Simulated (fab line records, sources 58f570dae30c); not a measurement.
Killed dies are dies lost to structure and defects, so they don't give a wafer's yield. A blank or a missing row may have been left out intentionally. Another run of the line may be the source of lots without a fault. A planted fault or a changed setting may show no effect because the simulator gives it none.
A lot that was struck, set against a sound lot    flow berkeley cmos170    14 steps out of a route of 331
Sound: the wafers L328.2, L328.3, L328.4. Struck: wafers L338.2, L338.4, L338.5. The cause is named last.
Per side, at each step with rows, come the tool, then ch with its chambers, and then its first start. Under that, the readings that differ: sound wafers    struck wafers    difference of the means    sigmas: that difference in standard deviations of wafers without a fault.
alike: readings whose means differ by less than 2 such deviations, and words and numbers that are the same on both sides. not compared: withheld readings, readings that some wafer has no value for, bounds like >300 that may hide the same value, and numbers for which the record gives no deviation and whose values overlap.
Wherever a step has rows on one side only, a row that says differs or no value, or a row with sigmas, the two part there. Numbers that have no deviation but don't overlap get no sigmas and don't part them. A reading missing from all wafers of one side parts the sides only when that side holds two or more wafers.

UCB170_M2_SPUTTER_01: material Al, target thk 900 nm, time 120 s.
  sound: pvd sputter-03 at day 7 23:39; struck: pvd sputter-03 at day 9 21:05
  alike: cathode dc power W, throttle valve pct
UCB170_M2_RS_MEAS_02: uses a four-point probe to measure.
  sound: film metro-03 at day 7 23:46; struck: film metro-04 at day 9 21:12
  alike: M2_AL_RS
UCB170_M2_THK_MEAS_03: measures by xrf.
  sound: film metro-03 at day 7 23:52; struck: film metro-04 at day 9 21:19
  alike: M2_AL_THK
then, 3 steps without rows for these wafers: UCB170_M2_HMDS_04 (prime time 60 s); UCB170_M2_COAT_05 (resist thk 900 nm); UCB170_M2_SOFTBAKE_06 (time 60 s).
UCB170_M2_STRIP_07: strips in O2.
  sound on plasma asher-01 ch 0,1, day 8 00:56; struck on plasma asher-01 ch 0,1, day 9 21:49
  alike: drypump motor current A, oes product au, strip time to endpoint s
  not compared: rf hours counter h
then, 5 steps without rows for these wafers: UCB170_M2_STRIP_08 (strips KrF in DMSO, time 600 s); UCB170_M2_COAT_09; UCB170_M2_COAT_10 (resist thk 900 nm); UCB170_M2_SOFTBAKE_11 (time 60 s); UCB170_M2_EXPOSE_12 (exposes mask METAL2, target cd 700 nm).
UCB170_M2_PEB_13:
  sound on litho track-02 ch 0, day 8 03:07; struck on litho track-01, day 9 23:01
  no value came back on the struck wafers for chill plate temp C (C), exhaust pa (Pa), plate temp C (C); on the sound wafers chill plate temp C (C) reads 22.87 23.08 22.91
then, 1 step without rows for these wafers: UCB170_M2_DEVELOP_14 (develop time 45 s).

== WHERE THEY PART ==
UCB170_M2_PEB_13 only, going by this record.

WHY: what the simulator had put in
Beginning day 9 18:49, the whole step at UCB170_M2_PEB_13 was skipped on litho track-01. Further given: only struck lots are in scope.
